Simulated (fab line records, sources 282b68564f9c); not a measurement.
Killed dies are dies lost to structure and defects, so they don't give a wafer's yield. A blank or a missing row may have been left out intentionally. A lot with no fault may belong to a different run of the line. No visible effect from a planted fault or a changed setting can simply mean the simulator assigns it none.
fab line records :: flow ritCmos
record
  lots=7
  wafers=21
  lastDay=7
route steps=202 shown NWELL@29 PWELL@39 M1@202
lots untouched by any fault: they come from a run of this same line in which no faults occurred
startH: the number of hours between the record's first day and the start of the first shown wafer of the lot :: waitH: hours elapsed since this lot's preceding step :: " unchanged from the row above :: L1.1+2: a single row standing in for several wafers :: - no value, or no start given :: * or withheld: withheld :: < > ~ a bound
route shown NAME@n: a module of which the file shows steps, and the number in the route of the first :: usual: average and standard deviation across the fault-free wafers :: same: alike in all rows :: chamber/n: place in a boat :: sites: the reading at each site :: _std_site: the standard deviation of these :: _edge_site: outer sites' mean less inner sites' :: radiusMm: how far each site lies from the wafer's centre :: mask NAME#n: copy n :: behind: the most recent tool/chamber to have shaped the wafer :: hold: why the lot went on hold/how many hours it stayed there/how the hold came to an end :: device: which transistor (n, p or np) failed to switch :: end of line: at the end of the route, the tests of the same wafers :: step lacking rows: just its recipe :: killed: dies that structure and defects cost at the first sort, which is not the same as the wafer's yield :: map: dies across one wafer; x = killed, . = not, _ = none there
set.NAME: the run value of the setting; set.NAME@STEP: its run value at that earlier step :: model.NAME: the simulator's own value behind a step, which no gauge read
certain route steps with their lots: each step a table, each wafer a row
services: the hour from which a tool's chamber was out of use, counted from the record's first day as startH (under 0 if before that day), plus the number of hours and why
## steps
# step RIT_NWELL_COAT_01
# recipe
  resist=NOVOLAK
  spinRpm=2000
  resistThkNm=1300
# step RIT_NWELL_SOFTBAKE_02
# recipe
  resist=NOVOLAK
  tempC=90
  timeS=60
# step RIT_NWELL_EXPOSE_03
# recipe
  maskId=M2
  na=0.57
  targetCdNm=43900
  doseMj=250
# step RIT_NWELL_PEB_04
# recipe
  resist=NOVOLAK
  tempC=withheld
  timeS=withheld
# step RIT_NWELL_DEVELOP_05
# recipe
  resist=NOVOLAK
  developTimeS=68
  devTempC=23
# step RIT_NWELL_OVL_MEAS_06
# usual
  NWELL_OVL=0.4/1.2
lot.wafer: L313.1
tool: overlay-01
chamber: -
startH: 25.65
waitH: -
NWELL_OVL[nm]: 0.1

lot.wafer: L313.2
tool: overlay-01
chamber: -
startH: 25.65
waitH: -
NWELL_OVL[nm]: 2.6

lot.wafer: L313.4
tool: overlay-01
chamber: -
startH: 25.65
waitH: -
NWELL_OVL[nm]: -1.4

lot.wafer: L316.2
tool: overlay-01
chamber: -
startH: 40.91
waitH: -
NWELL_OVL[nm]: 1.1

lot.wafer: L316.3
tool: overlay-01
chamber: -
startH: 40.91
waitH: -
NWELL_OVL[nm]: 0.4

lot.wafer: L316.5
tool: overlay-01
chamber: -
startH: 40.91
waitH: -
NWELL_OVL[nm]: -2.0

lot.wafer: L329.1
tool: overlay-01
chamber: -
startH: 107.63
waitH: -
NWELL_OVL[nm]: -2.7

lot.wafer: L329.3
tool: overlay-01
chamber: -
startH: 107.63
waitH: -
NWELL_OVL[nm]: -0.8

lot.wafer: L329.5
tool: overlay-01
chamber: -
startH: 107.63
waitH: -
NWELL_OVL[nm]: 1.0

lot.wafer: L330.1
tool: overlay-01
chamber: -
startH: 112.81
waitH: -
NWELL_OVL[nm]: -1.2

lot.wafer: L330.2
tool: overlay-01
chamber: -
startH: 112.81
waitH: -
NWELL_OVL[nm]: -1.4

lot.wafer: L330.6
tool: overlay-01
chamber: -
startH: 112.81
waitH: -
NWELL_OVL[nm]: -2.0

lot.wafer: L331.1
tool: overlay-01
chamber: -
startH: 115.72
waitH: -
NWELL_OVL[nm]: 0.8

lot.wafer: L331.2
tool: overlay-01
chamber: -
startH: 115.72
waitH: -
NWELL_OVL[nm]: 0.0

lot.wafer: L331.4
tool: overlay-01
chamber: -
startH: 115.72
waitH: -
NWELL_OVL[nm]: -0.2

lot.wafer: L333.2
tool: overlay-01
chamber: -
startH: 125.39
waitH: -
NWELL_OVL[nm]: 1.7

lot.wafer: L333.4
tool: overlay-01
chamber: -
startH: 125.39
waitH: -
NWELL_OVL[nm]: -1.7

lot.wafer: L333.5
tool: overlay-01
chamber: -
startH: 125.39
waitH: -
NWELL_OVL[nm]: 1.3

lot.wafer: L334.3
tool: overlay-02
chamber: -
startH: 130.96
waitH: -
NWELL_OVL[nm]: 2.5

lot.wafer: L334.5
tool: overlay-02
chamber: -
startH: 130.96
waitH: -
NWELL_OVL[nm]: 2.7

lot.wafer: L334.6
tool: overlay-02
chamber: -
startH: 130.96
waitH: -
NWELL_OVL[nm]: 2.2
# step RIT_NWELL_HARDBAKE_07
# recipe
  resist=NOVOLAK
  tempC=140
  timeS=120
# step RIT_NWELL_IMPLANT_08
# recipe
  species=P
  energyKev=170
  doseCm2=4.877e+13
  tiltDeg=7
# step RIT_NWELL_STRIP_09
# recipe
  chemistry=O2
  timeS=180
  resist=NOVOLAK
  platenTempC=withheld
  powerW=500
  pressureMtorr=4000
  o2FlowSccm=4000
# usual
  drypumpMotorCurrentA=5.8/0.39
lot.wafer: L313.1
tool: plasmaAsher-04
chamber: 1
startH: 26.08
waitH: 0.1
drypumpMotorCurrentA: 5.3
rfHoursCounterH: 39

lot.wafer: L313.2
tool: plasmaAsher-04
chamber: 0
startH: 26.08
waitH: 0.1
drypumpMotorCurrentA: 6.3
rfHoursCounterH: 39

lot.wafer: L313.4
tool: plasmaAsher-04
chamber: 0
startH: 26.08
waitH: 0.1
drypumpMotorCurrentA: 6.3
rfHoursCounterH: -

lot.wafer: L316.2
tool: plasmaAsher-03
chamber: 0
startH: 41.34
waitH: 0.1
drypumpMotorCurrentA: 6.1
rfHoursCounterH: 27

lot.wafer: L316.3
tool: plasmaAsher-03
chamber: 1
startH: 41.34
waitH: 0.1
drypumpMotorCurrentA: 5.7
rfHoursCounterH: -

lot.wafer: L316.5
tool: plasmaAsher-03
chamber: 1
startH: 41.34
waitH: 0.1
drypumpMotorCurrentA: 5.8
rfHoursCounterH: -

lot.wafer: L329.1
tool: plasmaAsher-03
chamber: 0
startH: 108.06
waitH: 0.1
drypumpMotorCurrentA: 6.1
rfHoursCounterH: 34

lot.wafer: L329.3
tool: plasmaAsher-03
chamber: 1
startH: 108.06
waitH: 0.1
drypumpMotorCurrentA: 5.7
rfHoursCounterH: -

lot.wafer: L329.5
tool: plasmaAsher-03
chamber: 1
startH: 108.06
waitH: 0.1
drypumpMotorCurrentA: 5.7
rfHoursCounterH: -

lot.wafer: L330.1
tool: plasmaAsher-03
chamber: 0
startH: 113.24
waitH: 0.1
drypumpMotorCurrentA: 6.1
rfHoursCounterH: 35

lot.wafer: L330.2
tool: plasmaAsher-03
chamber: 1
startH: 113.24
waitH: 0.1
drypumpMotorCurrentA: 5.7
rfHoursCounterH: 35

lot.wafer: L330.6
tool: plasmaAsher-03
chamber: 0
startH: 113.24
waitH: 0.1
drypumpMotorCurrentA: 6.1
rfHoursCounterH: -

lot.wafer: L331.1
tool: plasmaAsher-03
chamber: 0
startH: 116.16
waitH: 0.1
drypumpMotorCurrentA: 6.1
rfHoursCounterH: 36

lot.wafer: L331.2
tool: plasmaAsher-03
chamber: 1
startH: 116.16
waitH: 0.1
drypumpMotorCurrentA: 5.8
rfHoursCounterH: 36

lot.wafer: L331.4
tool: plasmaAsher-03
chamber: 1
startH: 116.16
waitH: 0.1
drypumpMotorCurrentA: 5.7
rfHoursCounterH: -

lot.wafer: L333.2
tool: plasmaAsher-01
chamber: 1
startH: 125.82
waitH: 0.1
drypumpMotorCurrentA: 5.2
rfHoursCounterH: 1

lot.wafer: L333.4
tool: plasmaAsher-01
chamber: 1
startH: 125.82
waitH: 0.1
drypumpMotorCurrentA: 5.2
rfHoursCounterH: -

lot.wafer: L333.5
tool: plasmaAsher-01
chamber: 1
startH: 125.82
waitH: 0.1
drypumpMotorCurrentA: 5.3
rfHoursCounterH: -

lot.wafer: L334.3
tool: plasmaAsher-04
chamber: 1
startH: 131.45
waitH: 0.1
drypumpMotorCurrentA: 5.3
rfHoursCounterH: -

lot.wafer: L334.5
tool: plasmaAsher-04
chamber: 0
startH: 131.45
waitH: 0.1
drypumpMotorCurrentA: 6.3
rfHoursCounterH: -

lot.wafer: L334.6
tool: plasmaAsher-04
chamber: 1
startH: 131.45
waitH: 0.1
drypumpMotorCurrentA: 5.3
rfHoursCounterH: -
# step RIT_NWELL_TW_MEAS_10
# usual
  NWELL_TW=2143/12
lot.wafer: L313.1
tool: filmMetro-01
chamber: -
startH: 26.26
waitH: 0.1
NWELL_TW: 2147

lot.wafer: L313.2
tool: filmMetro-01
chamber: -
startH: 26.26
waitH: 0.1
NWELL_TW: 2137

lot.wafer: L313.4
tool: filmMetro-01
chamber: -
startH: 26.26
waitH: 0.1
NWELL_TW: 2135

lot.wafer: L316.2
tool: filmMetro-03
chamber: -
startH: 41.53
waitH: 0.1
NWELL_TW: 2138

lot.wafer: L316.3
tool: filmMetro-03
chamber: -
startH: 41.53
waitH: 0.1
NWELL_TW: 2131

lot.wafer: L316.5
tool: filmMetro-03
chamber: -
startH: 41.53
waitH: 0.1
NWELL_TW: 2128

lot.wafer: L329.1
tool: filmMetro-01
chamber: -
startH: 108.24
waitH: 0.1
NWELL_TW: 2119

lot.wafer: L329.3
tool: filmMetro-01
chamber: -
startH: 108.24
waitH: 0.1
NWELL_TW: 2112

lot.wafer: L329.5
tool: filmMetro-01
chamber: -
startH: 108.24
waitH: 0.1
NWELL_TW: 2130

lot.wafer: L330.1
tool: filmMetro-04
chamber: -
startH: 113.42
waitH: 0.1
NWELL_TW: 2162

lot.wafer: L330.2
tool: filmMetro-04
chamber: -
startH: 113.42
waitH: 0.1
NWELL_TW: 2157

lot.wafer: L330.6
tool: filmMetro-04
chamber: -
startH: 113.42
waitH: 0.1
NWELL_TW: 2155

lot.wafer: L331.1
tool: filmMetro-01
chamber: -
startH: 116.33
waitH: 0.1
NWELL_TW: 2129

lot.wafer: L331.2
tool: filmMetro-01
chamber: -
startH: 116.33
waitH: 0.1
NWELL_TW: 2128

lot.wafer: L331.4
tool: filmMetro-01
chamber: -
startH: 116.33
waitH: 0.1
NWELL_TW: 2120

lot.wafer: L333.2
tool: filmMetro-03
chamber: -
startH: 126.01
waitH: 0.1
NWELL_TW: 2145

lot.wafer: L333.4
tool: filmMetro-03
chamber: -
startH: 126.01
waitH: 0.1
NWELL_TW: 2140

lot.wafer: L333.5
tool: filmMetro-03
chamber: -
startH: 126.01
waitH: 0.1
NWELL_TW: 2138

lot.wafer: L334.3
tool: filmMetro-01
chamber: -
startH: 131.58
waitH: 0.1
NWELL_TW: 2136

lot.wafer: L334.5
tool: filmMetro-01
chamber: -
startH: 131.58
waitH: 0.1
NWELL_TW: 2124

lot.wafer: L334.6
tool: filmMetro-01
chamber: -
startH: 131.58
waitH: 0.1
NWELL_TW: 2129
# step RIT_PWELL_HMDS_00
# recipe
  primeTimeS=60
  primeTempC=140
# step RIT_PWELL_COAT_01
# recipe
  resist=NOVOLAK
  spinRpm=2000
  resistThkNm=1300
# step RIT_PWELL_SOFTBAKE_02
# recipe
  resist=NOVOLAK
  tempC=90
  timeS=60
# usual
  heaterPowerTotalW=34.55/0.048
  plateTempC=90.00/0.13
  runLengthS=88.99/0.23
lot.wafer: L313.1
tool: lithoTrack-01
chamber: 0
startH: 26.62
waitH: 0.1
heaterPowerTotalW: 34.58
plateTempC: 90.08
runLengthS: 89.51

lot.wafer: L313.2
tool: lithoTrack-01
chamber: 0
startH: 26.62
waitH: 0.1
heaterPowerTotalW: 34.56
plateTempC: 89.92
runLengthS: 89.21

lot.wafer: L313.4
tool: lithoTrack-01
chamber: 0
startH: 26.62
waitH: 0.1
heaterPowerTotalW: 34.54
plateTempC: 89.97
runLengthS: 89.23

lot.wafer: L316.2
tool: lithoTrack-04
chamber: 0
startH: 42.22
waitH: 0.1
heaterPowerTotalW: 34.59
plateTempC: 90.07
runLengthS: 89.20

lot.wafer: L316.3
tool: lithoTrack-04
chamber: 0
startH: 42.22
waitH: 0.1
heaterPowerTotalW: 34.56
plateTempC: 90.12
runLengthS: 88.90

lot.wafer: L316.5
tool: lithoTrack-04
chamber: 0
startH: 42.22
waitH: 0.1
heaterPowerTotalW: 34.47
plateTempC: 89.87
runLengthS: 88.77

lot.wafer: L329.1
tool: lithoTrack-04
chamber: 0
startH: 108.60
waitH: 0.1
heaterPowerTotalW: 36.23
plateTempC: -
runLengthS: 80.11

lot.wafer: L329.3
tool: lithoTrack-04
chamber: 0
startH: 108.60
waitH: 0.1
heaterPowerTotalW: 36.24
plateTempC: -
runLengthS: 80.48

lot.wafer: L329.5
tool: lithoTrack-04
chamber: 0
startH: 108.60
waitH: 0.1
heaterPowerTotalW: 36.30
plateTempC: -
runLengthS: 80.09

lot.wafer: L330.1
tool: lithoTrack-03
chamber: 0
startH: 113.78
waitH: 0.1
heaterPowerTotalW: 34.62
plateTempC: 90.00
runLengthS: 89.03

lot.wafer: L330.2
tool: lithoTrack-03
chamber: 0
startH: 113.78
waitH: 0.1
heaterPowerTotalW: 34.61
plateTempC: 90.03
runLengthS: 88.84

lot.wafer: L330.6
tool: lithoTrack-03
chamber: 0
startH: 113.78
waitH: 0.1
heaterPowerTotalW: 34.56
plateTempC: 89.95
runLengthS: 88.81

lot.wafer: L331.1
tool: lithoTrack-04
chamber: 0
startH: 116.69
waitH: 0.1
heaterPowerTotalW: 36.32
plateTempC: -
runLengthS: 80.18

lot.wafer: L331.2
tool: lithoTrack-04
chamber: 0
startH: 116.69
waitH: 0.1
heaterPowerTotalW: 36.20
plateTempC: -
runLengthS: 80.13

lot.wafer: L331.4
tool: lithoTrack-04
chamber: 0
startH: 116.69
waitH: 0.1
heaterPowerTotalW: 36.24
plateTempC: -
runLengthS: 80.09

lot.wafer: L333.2
tool: lithoTrack-03
chamber: 0
startH: 126.38
waitH: 0.1
heaterPowerTotalW: 34.55
plateTempC: 90.11
runLengthS: 88.81

lot.wafer: L333.4
tool: lithoTrack-03
chamber: 0
startH: 126.38
waitH: 0.1
heaterPowerTotalW: 34.46
plateTempC: 90.07
runLengthS: 89.02

lot.wafer: L333.5
tool: lithoTrack-03
chamber: 0
startH: 126.38
waitH: 0.1
heaterPowerTotalW: 34.52
plateTempC: 89.81
runLengthS: 88.84

lot.wafer: L334.3
tool: lithoTrack-04
chamber: 0
startH: 131.97
waitH: 0.1
heaterPowerTotalW: 36.31
plateTempC: -
runLengthS: 80.28

lot.wafer: L334.5
tool: lithoTrack-04
chamber: 0
startH: 131.97
waitH: 0.1
heaterPowerTotalW: 36.14
plateTempC: -
runLengthS: 80.37

lot.wafer: L334.6
tool: lithoTrack-04
chamber: 0
startH: 131.97
waitH: 0.1
heaterPowerTotalW: 36.17
plateTempC: -
runLengthS: 80.14
# step RIT_PWELL_EXPOSE_03
# recipe
  maskId=M3
  na=0.57
  targetCdNm=43700
  doseMj=250
# step RIT_M1_PROBE_99
# usual
  killedAtContacts=0.1/0.29
  killedAtFrontEnd=6.3/2.8
  killedDies=6.4/2.8
  killedOpen=3.3/1.7
  killedShort=3.1/1.9
# same
  grossDies=264
  killed_at_M0_to_M3=0
  killed_at_M4_up=0
  killedAtBackSide=0
  killedAtOther=0
lot.wafer: L313.1
tool: prober-02
chamber: -
startH: 63.44
waitH: 0.1
killedAtContacts: 0
killedAtFrontEnd: 8
killedDies: 8
killedOpen: 4
killedShort: 4

lot.wafer: L313.2
tool: prober-02
chamber: -
startH: 63.49
waitH: 0.1
killedAtContacts: 0
killedAtFrontEnd: 6
killedDies: 6
killedOpen: 4
killedShort: 2

lot.wafer: L313.4
tool: prober-02
chamber: -
startH: 63.59
waitH: 0.2
killedAtContacts: 0
killedAtFrontEnd: 7
killedDies: 7
killedOpen: 4
killedShort: 3

lot.wafer: L316.2
tool: prober-01
chamber: -
startH: 77.03
waitH: 0.1
killedAtContacts: 0
killedAtFrontEnd: 8
killedDies: 8
killedOpen: 4
killedShort: 4

lot.wafer: L316.3
tool: prober-01
chamber: -
startH: 77.08
waitH: 0.2
killedAtContacts: 1
killedAtFrontEnd: 7
killedDies: 8
killedOpen: 6
killedShort: 2

lot.wafer: L316.5
tool: prober-01
chamber: -
startH: 77.18
waitH: 0.2
killedAtContacts: 0
killedAtFrontEnd: 2
killedDies: 2
killedOpen: 1
killedShort: 1

lot.wafer: L329.1
tool: prober-02
chamber: -
startH: 146.34
waitH: 0.1
killedAtContacts: 0
killedAtFrontEnd: 7
killedDies: 7
killedOpen: 4
killedShort: 3

lot.wafer: L329.3
tool: prober-02
chamber: -
startH: 146.44
waitH: 0.2
killedAtContacts: 0
killedAtFrontEnd: 4
killedDies: 4
killedOpen: 2
killedShort: 2

lot.wafer: L329.5
tool: prober-02
chamber: -
startH: 146.54
waitH: 0.2
killedAtContacts: 0
killedAtFrontEnd: 4
killedDies: 4
killedOpen: 2
killedShort: 2

lot.wafer: L330.1
tool: prober-01
chamber: -
startH: 148.38
waitH: 0.1
killedAtContacts: 0
killedAtFrontEnd: 4
killedDies: 4
killedOpen: 2
killedShort: 2

lot.wafer: L330.2
tool: prober-01
chamber: -
startH: 148.43
waitH: 0.1
killedAtContacts: 0
killedAtFrontEnd: 4
killedDies: 4
killedOpen: 2
killedShort: 2

lot.wafer: L330.6
tool: prober-01
chamber: -
startH: 148.63
waitH: 0.2
killedAtContacts: 1
killedAtFrontEnd: 7
killedDies: 8
killedOpen: 4
killedShort: 4

lot.wafer: L331.1
tool: prober-02
chamber: -
startH: 151.42
waitH: 0.1
killedAtContacts: 0
killedAtFrontEnd: 0
killedDies: 0
killedOpen: 0
killedShort: 0

lot.wafer: L331.2
tool: prober-02
chamber: -
startH: 151.47
waitH: 0.1
killedAtContacts: 0
killedAtFrontEnd: 6
killedDies: 6
killedOpen: 3
killedShort: 3

lot.wafer: L331.4
tool: prober-02
chamber: -
startH: 151.57
waitH: 0.2
killedAtContacts: 0
killedAtFrontEnd: 4
killedDies: 4
killedOpen: 2
killedShort: 2

lot.wafer: L333.2
tool: prober-02
chamber: -
startH: 161.43
waitH: 0.1
killedAtContacts: 0
killedAtFrontEnd: 2
killedDies: 2
killedOpen: 2
killedShort: 0

lot.wafer: L333.4
tool: prober-02
chamber: -
startH: 161.53
waitH: 0.2
killedAtContacts: 0
killedAtFrontEnd: 6
killedDies: 6
killedOpen: 3
killedShort: 3

lot.wafer: L333.5
tool: prober-02
chamber: -
startH: 161.58
waitH: 0.2
killedAtContacts: 0
killedAtFrontEnd: 4
killedDies: 4
killedOpen: 3
killedShort: 1

lot.wafer: L334.3
tool: prober-01
chamber: -
startH: 167.22
waitH: 0.2
killedAtContacts: 0
killedAtFrontEnd: 7
killedDies: 7
killedOpen: 4
killedShort: 3

lot.wafer: L334.5
tool: prober-01
chamber: -
startH: 167.32
waitH: 0.2
killedAtContacts: 0
killedAtFrontEnd: 10
killedDies: 10
killedOpen: 4
killedShort: 6

lot.wafer: L334.6
tool: prober-01
chamber: -
startH: 167.37
waitH: 0.2
killedAtContacts: 0
killedAtFrontEnd: 6
killedDies: 6
killedOpen: 3
killedShort: 3
# killed by level:class
L313.1 GATE:geometricParticle:open=2 GATE:geometricParticle:short=2 SPACER:geometricParticle:open=2 SPACER:geometricParticle:short=1 SILICIDE:geometricParticle:short=1
L313.2 GATE:geometricParticle:open=3 GATE:geometricParticle:short=1 SPACER:geometricParticle:open=1 SPACER:geometricParticle:short=1
L313.4 GATE:geometricParticle:open=2 FOX1:geometricParticle:open=1 GATE:geometricParticle:short=1 REOX:geometricParticle:short=1 SPACER:geometricParticle:open=1 SPACER:geometricParticle:short=1
L316.2 GATE:geometricParticle:open=4 GATE:geometricParticle:short=3 FOX1:geometricParticle:short=1
L316.3 REOX:geometricParticle:open=3 SPACER:geometricParticle:open=2 GATE:geometricParticle:short=1 REOX:geometricParticle:short=1 CONTACT:geometricParticle:open=1
L316.5 FOX2:geometricParticle:open=1 GATE:geometricParticle:short=1
L329.1 FOX1:geometricParticle:short=2 GATE:geometricParticle:open=2 FOX2:geometricParticle:short=1 FOX2:geometricParticle:open=1 SILICIDE:geometricParticle:open=1
L329.3 ACTIVE:geometricParticle:open=1 GATE:geometricParticle:short=1 GATE:geometricParticle:open=1 SPACER:geometricParticle:short=1
L329.5 GATE:geometricParticle:short=2 GATE:geometricParticle:open=1 SILICIDE:geometricParticle:open=1
L330.1 FOX2:geometricParticle:open=1 GATE:geometricParticle:short=1 GATE:geometricParticle:open=1 SILICIDE:geometricParticle:short=1
L330.2 FOX2:geometricParticle:open=2 GATE:geometricParticle:short=2
L330.6 GATE:geometricParticle:open=2 FOX2:geometricParticle:open=1 FOX2:geometricParticle:short=1 GATE:geometricParticle:short=1 REOX:geometricParticle:short=1 SPACER:geometricParticle:short=1 CONTACT:geometricParticle:open=1
L331.1
L331.2 FOX1:geometricParticle:short=1 FOX1:geometricParticle:open=1 REOX:geometricParticle:open=1 SPACER:geometricParticle:short=1 SILICIDE:geometricParticle:open=1 SILICIDE:geometricParticle:short=1
L331.4 REOX:geometricParticle:short=2 FOX2:geometricParticle:open=1 GATE:geometricParticle:open=1
L333.2 SPACER:geometricParticle:open=2
L333.4 SPACER:geometricParticle:short=2 ACTIVE:geometricParticle:open=1 GATE:geometricParticle:short=1 REOX:geometricParticle:open=1 SILICIDE:geometricParticle:open=1
L333.5 FOX1:geometricParticle:open=1 GATE:geometricParticle:short=1 GATE:geometricParticle:open=1 SPACER:geometricParticle:open=1
L334.3 FOX1:geometricParticle:open=1 FOX1:geometricParticle:short=1 FOX2:geometricParticle:open=1 FOX2:geometricParticle:short=1 GATE:geometricParticle:open=1 GATE:geometricParticle:short=1 REOX:geometricParticle:open=1
L334.5 FOX1:geometricParticle:open=2 REOX:geometricParticle:short=2 FOX1:geometricParticle:short=1 GATE:geometricParticle:open=1 GATE:geometricParticle:short=1 SPACER:geometricParticle:short=1 SPACER:geometricParticle:open=1 SILICIDE:geometricParticle:short=1
L334.6 FOX1:geometricParticle:short=1 FOX1:geometricParticle:open=1 GATE:geometricParticle:open=1 REOX:geometricParticle:open=1 SPACER:geometricParticle:short=1 SILICIDE:geometricParticle:short=1
## services
tool: plasmaAsher-04
chamber: -
startH: 40.20
hours: 13.1
kind: repair

tool: plasmaAsher-03
chamber: -
startH: 71.77
hours: 2.8
kind: pm

tool: plasmaAsher-04
chamber: -
startH: 83.19
hours: 3.2
kind: repair

tool: plasmaAsher-01
chamber: -
startH: 108.75
hours: 9.0
kind: pm

tool: plasmaAsher-01
chamber: 0
startH: 108.75
hours: 9.0
kind: ventCycle

tool: plasmaAsher-01
chamber: 1
startH: 108.75
hours: 9.0
kind: ventCycle

tool: plasmaAsher-01
chamber: 0
startH: 117.75
hours: -
kind: clean

tool: plasmaAsher-01
chamber: 1
startH: 117.75
hours: -
kind: clean
## key
firstSign
  step=RIT_PWELL_SOFTBAKE_02
  reading=runLengthS
  direction=down
  sigmas=38
  usual=*
  struck=*
effect
  step=RIT_PWELL_SOFTBAKE_02
  reading=heaterPowerTotalW
  direction=up
  sigmas=35
  usual=34.55
  struck=36.24
metAt RIT_PWELL_SOFTBAKE_02
struckWafers L329.1,L329.3,L329.5,L331.1,L331.2,L331.4,L334.3,L334.5,L334.6
testerLeftOut L329,L331,L334
onsetBetween 42.22 108.60
fault
  kind=processParameterDrift
  tool=lithoTrack-04
  chamber=-
  onsetH=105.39
  steps=RIT_PWELL_SOFTBAKE_02
  channel=timeS
  offset=*
  shape=step
  endH=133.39
  actsIn=*
  stated=*
# testerLeftOut: of these lots the tester's yield and bins aren't shown, on N5 and GAA mostly nor the transistor test; their killed dies are dies lost to structure and defects alone, not to doping, threshold or leakage, so they don't give the yield
